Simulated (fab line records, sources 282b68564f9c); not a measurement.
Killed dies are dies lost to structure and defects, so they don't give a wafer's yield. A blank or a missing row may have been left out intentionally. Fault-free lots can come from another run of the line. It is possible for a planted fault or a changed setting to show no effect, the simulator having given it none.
Comparing a struck lot with a sound one    flow rit_cmos    14 steps out of a route of 202
Sound: the wafers L151.3, L151.5, L151.6. Struck: wafers L160.1, L160.3, L160.6. Last of all comes the cause.
At each step with rows: each side's tool, then ch and its chambers, then its first start. Under that, the readings that differ: sound wafers    struck wafers    difference of the means    sigmas: that difference in standard deviations of wafers without a fault.
alike: same words and numbers on both sides, and readings whose means sit less than 2 such deviations apart. not compared: any withheld reading, any reading some wafer has no value for, any bound like >300 that may hide the same value, and any number with overlapping values for which the record gives no deviation.
A row with sigmas, a row that says differs or no value, or rows on one side alone: a step with any of these is where the two part. Numbers that have no deviation but don't overlap get no sigmas and don't part them. A reading that every wafer of one side lacks parts them only if that side has two wafers or more.

first, 1 step without rows for these wafers: RIT_NWELL_IMPLANT_08.
RIT_NWELL_STRIP_09: strips in O2, time 180 s.
  sound on plasma_asher-01 ch 0,1, day 2 01:47; struck on plasma_asher-01 ch 0,1, day 3 23:38
  alike: chamber_pressure_mTorr, drypump_motor_current_A
  not compared: rf_hours_counter_h
RIT_NWELL_TW_MEAS_10:
  sound on film_metro-02, day 2 01:56; struck on film_metro-03, day 3 23:49
  alike: NWELL_TW
then, 6 steps without rows for these wafers: RIT_PWELL_HMDS_00 (prime time 60 s); RIT_PWELL_COAT_01 (resist thk 1300 nm); RIT_PWELL_SOFTBAKE_02 (time 60 s); RIT_PWELL_EXPOSE_03 (exposes mask M3, target cd 43700 nm); RIT_PWELL_PEB_04; RIT_PWELL_DEVELOP_05 (develop time 68 s).
RIT_PWELL_OVL_MEAS_06:
  sound on overlay-01, day 2 02:53; struck on overlay-02, day 4 00:45
  alike: PWELL_OVL
then, 2 steps without rows for these wafers: RIT_PWELL_HARDBAKE_07 (time 120 s); RIT_PWELL_IMPLANT_08.
RIT_PWELL_STRIP_09: strips in O2, time 180 s.
  sound on plasma_asher-03 ch 0,1, day 2 03:23; struck on plasma_asher-03 ch 0,1, day 4 01:11
  no value came back on the struck wafers for chamber_pressure_mTorr (mTorr), drypump_motor_current_A (A); on the sound wafers chamber_pressure_mTorr (mTorr) reads 4003 4005 4005
reading                                     sound  struck          difference  sigmas
model.NOVOLAK_of_PWELL_COAT_01.thk_nm (nm)  0 0 0  1136 1135 1136  +1136       
  not compared: rf_hours_counter_h
RIT_PWELL_TW_MEAS_10:
  sound on film_metro-03, day 2 03:31; struck on film_metro-02, day 4 01:22
  alike: PWELL_TW

== WHERE THEY PART ==
Within this record, at RIT_PWELL_STRIP_09 only. Later steps at which nothing parts them and some readings are alike: RIT_PWELL_TW_MEAS_10.

WHY: whatever the simulator had introduced
Step skipped in full: plasma_asher-03, at RIT_PWELL_STRIP_09, from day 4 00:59 onward. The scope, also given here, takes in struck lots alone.
